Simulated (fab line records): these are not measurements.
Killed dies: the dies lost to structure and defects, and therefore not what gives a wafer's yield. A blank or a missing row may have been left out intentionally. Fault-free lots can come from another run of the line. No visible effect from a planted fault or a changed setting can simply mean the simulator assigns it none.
fab line records -- flow rit_cmos -- part 2 of 2: steps 33 to 43 of 43
record: lots: 5, wafers: 15, last_day: 6
route steps=202 shown NSD@138 PSD@142 SDANNEAL@153 PLDD@159 NLDD@160 SILICIDE@161 CONTACT@168
lots that met no fault: taken from a fault-free run of the same line
start_h: start of the lot's first displayed wafer, in hours after the record's first day -- wait_h: time in hours since the lot's previous step -- " identical to the entry in the row above -- L1.1+2: a single row standing in for several wafers -- - no value, or no start given -- * or withheld: withheld -- < > ~ a bound
route shown NAME@n: NAME is a module with steps in the file, n the number in the route of the first one -- usual: average and standard deviation across the fault-free wafers -- same: alike in all rows -- chamber/n: place in a boat -- sites: the reading at each site -- _std_site: the standard deviation of these -- _edge_site: outer sites' mean less inner sites' -- radius_mm: for every site, how far away it sits from the centre of the wafer -- mask NAME#n: copy n -- behind: the last tool/chamber to shape the wafer -- hold: the reason the lot was held/the length of the hold in hours/how it ended -- device: the n, p or np transistor that did not switch -- end of line: the route-end tests of the same wafers -- where a step has no rows: the recipe by itself -- killed: dies lost to structure and defects at the first sort, not the wafer's yield -- map: per-die view of a wafer (x killed, . not killed, _ where there is no die)
set.NAME: the setting that was run; set.NAME@STEP: the one run at that earlier step -- model.NAME: the simulator's own value behind a step, which no gauge read
a table for each step, a row for each wafer; lots at some steps of the route
services: when a tool's chamber went out of use (start_h, in hours from the record's first day, below 0 if earlier), for how many hours, and the reason
== steps ==
step: RIT_CONTACT_HMDS_02
recipe: prime_time_s: 60, prime_temp_c: 140
lot.wafer,tool,chamber,start_h,wait_h
L075.1+2+3,litho_track-04,0,56.11,0.1
L076.4+5+6,litho_track-02,0,61.14,0.1
L083.2+3+5,litho_track-04,0,95.54,0.1
L088.1+2+4,litho_track-02,0,121.07,0.1
L089.1+3+5,litho_track-04,0,125.97,0.1
step: RIT_CONTACT_COAT_03
recipe: resist: NOVOLAK, spin_rpm: 3250, resist_thk_nm: 1000
lot.wafer,tool,chamber,start_h,wait_h
L075.1+2+3,litho_track-04,0,56.26,0.1
L076.4+5+6,litho_track-02,0,61.29,0.1
L083.2+3+5,litho_track-04,0,95.69,0.1
L088.1+2+4,litho_track-02,0,121.22,0.1
L089.1+3+5,litho_track-04,0,126.12,0.1
step: RIT_CONTACT_SOFTBAKE_04
recipe: resist: NOVOLAK, temp_c: 90, time_s: 60
lot.wafer,tool,chamber,start_h,wait_h
L075.1+2+3,litho_track-04,0,56.41,0.1
L076.4+5+6,litho_track-02,0,61.44,0.1
L083.2+3+5,litho_track-04,0,95.84,0.1
L088.1+2+4,litho_track-02,0,121.37,0.1
L089.1+3+5,litho_track-04,0,126.27,0.1
step: RIT_CONTACT_EXPOSE_05
recipe: mask_id: M11, na: 0.6, source_shape: conventional, sigma_outer: 0.5, target_cd_nm: 1000, dose_mj: 250
usual: stage_vel_mm_s: 500.02/0.27
lot.wafer,tool,chamber,start_h,wait_h,mask,stage_vel_mm_s
L075.1,iline_stepper-01,0,56.56,0.1,M11#0,499.73
L075.2,iline_stepper-01,0,56.56,0.1,M11#0,499.38
L075.3,iline_stepper-01,0,56.56,0.1,M11#0,499.54
L076.4,iline_stepper-01,0,61.69,0.2,M11#0,499.64
L076.5,iline_stepper-01,0,61.69,0.2,M11#0,499.58
L076.6,iline_stepper-01,0,61.69,0.2,M11#0,499.84
L083.2,iline_stepper-02,0,95.98,0.1,M11#0,499.96
L083.3,iline_stepper-02,0,95.98,0.1,M11#0,500.13
L083.5,iline_stepper-02,0,95.98,0.1,M11#0,499.92
L088.1,iline_stepper-01,0,121.65,0.2,M11#0,500.06
L088.2,iline_stepper-01,0,121.65,0.2,M11#0,500.30
L088.4,iline_stepper-01,0,121.65,0.2,M11#0,500.05
L089.1,iline_stepper-01,0,126.42,0.1,M11#0,499.87
L089.3,iline_stepper-01,0,126.42,0.1,M11#0,499.94
L089.5,iline_stepper-01,0,126.42,0.1,M11#0,499.52
step: RIT_CONTACT_PEB_06
recipe: resist: NOVOLAK, temp_c: withheld, time_s: withheld
lot.wafer,tool,chamber,start_h,wait_h
L075.1+2+3,litho_track-03,0,56.68,0.1
L076.4+5+6,litho_track-02,0,61.82,0.1
L083.2+3+5,litho_track-03,0,96.36,0.4
L088.1+2+4,litho_track-02,0,121.77,0.1
L089.1+3+5,litho_track-02,0,126.76,0.3
step: RIT_CONTACT_DEVELOP_07
recipe: resist: NOVOLAK, develop_time_s: 120, dev_temp_c: 23
usual: developer_temp_C: 23.01/0.096
lot.wafer,tool,chamber,start_h,wait_h,developer_temp_C
L075.1,litho_track-03,0,-,-,23.13
L075.2,litho_track-03,0,-,-,22.93
L075.3,litho_track-03,0,-,-,23.23
L076.4,litho_track-02,0,-,-,23.02
L076.5,litho_track-02,0,-,-,22.95
L076.6,litho_track-02,0,-,-,22.93
L083.2,litho_track-03,0,-,-,23.03
L083.3,litho_track-03,0,-,-,22.89
L083.5,litho_track-03,0,-,-,22.91
L088.1,litho_track-02,0,-,-,22.90
L088.2,litho_track-02,0,-,-,23.03
L088.4,litho_track-02,0,-,-,22.72
L089.1,litho_track-02,0,-,-,23.00
L089.3,litho_track-02,0,-,-,23.23
L089.5,litho_track-02,0,-,-,23.06
step: RIT_CONTACT_CD_MEAS_08
recipe: target_cd_nm: 1000
usual: cd_nm: 1000.0/2.1
lot.wafer,tool,chamber,start_h,wait_h,cd_nm
L075.1,cd_sem-01,-,57.08,-,1002.5
L075.2,cd_sem-01,-,57.08,-,1000.5
L075.3,cd_sem-01,-,57.08,-,1001.7
L076.4,cd_sem-01,-,62.20,-,1001.6
L076.5,cd_sem-01,-,62.20,-,1002.9
L076.6,cd_sem-01,-,62.20,-,1001.6
L083.2,cd_sem-02,-,96.75,-,1002.0
L083.3,cd_sem-02,-,96.75,-,1002.2
L083.5,cd_sem-02,-,96.75,-,1002.4
L088.1,cd_sem-02,-,122.17,-,999.3
L088.2,cd_sem-02,-,122.17,-,998.2
L088.4,cd_sem-02,-,122.17,-,1001.6
L089.1,cd_sem-01,-,127.16,-,998.7
L089.3,cd_sem-01,-,127.16,-,1000.5
L089.5,cd_sem-01,-,127.16,-,998.8
step: RIT_CONTACT_OVL_MEAS_09
usual: CONTACT_OVL: -1.9/1.5
lot.wafer,tool,chamber,start_h,wait_h,CONTACT_OVL[nm]
L075.1,overlay-02,-,57.20,0.1,-0.9
L075.2,overlay-02,-,57.20,0.1,-1.5
L075.3,overlay-02,-,57.20,0.1,-3.6
L076.4,overlay-01,-,62.28,0.1,-2.2
L076.5,overlay-01,-,62.28,0.1,-1.7
L076.6,overlay-01,-,62.28,0.1,-1.5
L083.2,overlay-01,-,96.86,0.1,-4.2
L083.3,overlay-01,-,96.86,0.1,-2.2
L083.5,overlay-01,-,96.86,0.1,-1.8
L088.1,overlay-01,-,122.29,0.1,-1.1
L088.2,overlay-01,-,122.29,0.1,-0.2
L088.4,overlay-01,-,122.29,0.1,-1.6
L089.1,overlay-02,-,127.28,0.1,-1.3
L089.3,overlay-02,-,127.28,0.1,-1.0
L089.5,overlay-02,-,127.28,0.1,-2.4
step: RIT_CONTACT_HARDBAKE_10
recipe: resist: NOVOLAK, temp_c: 140, time_s: 60
lot.wafer,tool,chamber,start_h,wait_h
L075.1+2+3,litho_track-03,0,57.23,0.0
L076.4+5+6,litho_track-03,0,62.38,0.1
L083.2+3+5,litho_track-04,0,96.92,0.0
L088.1+2+4,litho_track-02,0,122.32,0.0
L089.1+3+5,litho_track-02,0,127.32,0.0
step: RIT_CONTACT_ETCH_11
recipe: target_depth_a: 4800, over_etch_frac: 0.2, stop_on: TiSi2, chemistry: CHF3/CF4/Ar, target: SiO2, CHF3_flow_sccm: 50, cf4_flow_sccm: 10, Ar_flow_sccm: 100, O2_flow_sccm: 5, pressure_mtorr: 100, rf_w: 200, time_s: 320
usual: CHF3_flow_sccm: 49.99/0.15, O2_flow_sccm: 4.999/0.016, drypump_motor_current_A: 5.9/0.45, oes_product_au: 0.985/0.016, throttle_valve_pct: 8.82/0.1
lot.wafer,tool,chamber,start_h,wait_h,CHF3_flow_sccm,O2_flow_sccm,drypump_motor_current_A,oes_product_au,rf_hours_counter_h,throttle_valve_pct
L075.1,rie_diel-01,1,57.38,0.1,49.98,4.955,5.7,1.017,4,8.80
L075.2,rie_diel-01,0,57.38,0.1,50.03,5.003,5.9,1.003,56,8.64
L075.3,rie_diel-01,3,57.38,0.1,50.05,4.988,5.2,0.953,43,8.92
L076.4,rie_diel-04,1,62.55,0.1,50.17,4.995,5.3,0.990,-,8.76
L076.5,rie_diel-04,3,62.55,0.1,50.03,5.008,6.1,0.997,-,8.81
L076.6,rie_diel-04,2,62.55,0.1,49.96,5.001,6.6,0.991,-,8.72
L083.2,rie_diel-03,2,97.04,0.1,49.93,5.000,5.6,0.988,73,8.95
L083.3,rie_diel-03,3,97.04,0.1,49.93,4.984,6.2,0.966,138,9.01
L083.5,rie_diel-03,0,97.04,0.1,49.98,4.991,6.1,0.968,-,8.90
L088.1,rie_diel-04,2,122.47,0.1,49.98,4.998,6.6,0.997,107,8.74
L088.2,rie_diel-04,3,122.47,0.1,49.90,4.984,6.1,0.992,137,8.81
L088.4,rie_diel-04,2,122.47,0.1,50.12,5.002,6.6,0.987,-,8.72
L089.1,rie_diel-03,3,127.47,0.1,50.14,5.004,6.2,0.969,139,9.02
L089.3,rie_diel-03,0,127.47,0.1,49.89,5.035,6.1,0.957,13,8.90
L089.5,rie_diel-03,0,127.47,0.1,50.20,5.010,6.1,0.969,-,8.91
step: RIT_CONTACT_STRIP_12
recipe: chemistry: O2, time_s: 180, resist: NOVOLAK, platen_temp_c: withheld, power_w: 500, pressure_mtorr: 4000, o2_flow_sccm: 4000
usual: drypump_motor_current_A: 5.5/0.58
lot.wafer,tool,chamber,start_h,wait_h,drypump_motor_current_A,rf_hours_counter_h
L075.1,plasma_asher-01,0,57.58,0.1,5.2,40
L075.2,plasma_asher-01,1,57.58,0.1,5.3,40
L075.3,plasma_asher-01,0,57.58,0.1,5.2,-
L076.4,plasma_asher-02,1,62.70,0.1,6.6,-
L076.5,plasma_asher-02,0,62.70,0.1,5.3,-
L076.6,plasma_asher-02,1,62.70,0.1,6.6,-
L083.2,plasma_asher-02,1,97.24,0.1,6.6,46
L083.3,plasma_asher-02,0,97.24,0.1,5.3,-
L083.5,plasma_asher-02,1,97.24,0.1,6.6,-
L088.1,plasma_asher-01,0,122.67,0.1,5.2,48
L088.2,plasma_asher-01,1,122.67,0.1,5.3,48
L088.4,plasma_asher-01,1,122.67,0.1,5.3,-
L089.1,plasma_asher-02,1,127.67,0.1,6.6,49
L089.3,plasma_asher-02,0,127.67,0.1,5.2,-
L089.5,plasma_asher-02,0,127.67,0.1,5.3,-
== services ==
tool,chamber,start_h,hours,kind
pecvd-03,-,29.18,1.5,repair
implanter-04,-,36.36,5.0,pm
pvd_sputter-01,-,36.59,2.3,repair
iline_stepper-02,-,43.09,1.7,pm
implanter-01,-,43.19,1.0,repair
implanter-02,-,47.09,17.3,pm
iline_stepper-01,0,47.28,-,calibration
plasma_asher-01,-,53.02,4.2,repair
pvd_sputter-01,-,54.37,4.9,repair
pecvd-04,-,54.49,0.5,repair
rie_diel-03,3,55.28,1.9,repair
rie_diel-01,2,57.08,3.8,repair
iline_stepper-02,-,61.26,11.4,repair
implanter-04,-,66.91,3.5,repair
rie_diel-03,2,70.65,23.3,repair
iline_stepper-01,-,85.50,21.6,repair
pvd_sputter-02,-,87.69,9.4,repair
iline_stepper-01,-,107.06,8.9,pm
plasma_asher-03,-,108.75,9.0,pm
plasma_asher-03,0,108.75,9.0,vent_cycle
pecvd-04,0,120.28,13.7,repair
pecvd-01,2,121.96,3.6,repair
litho_track-04,-,121.97,-,consumable_replace:filter
implanter-04,-,124.40,3.7,repair
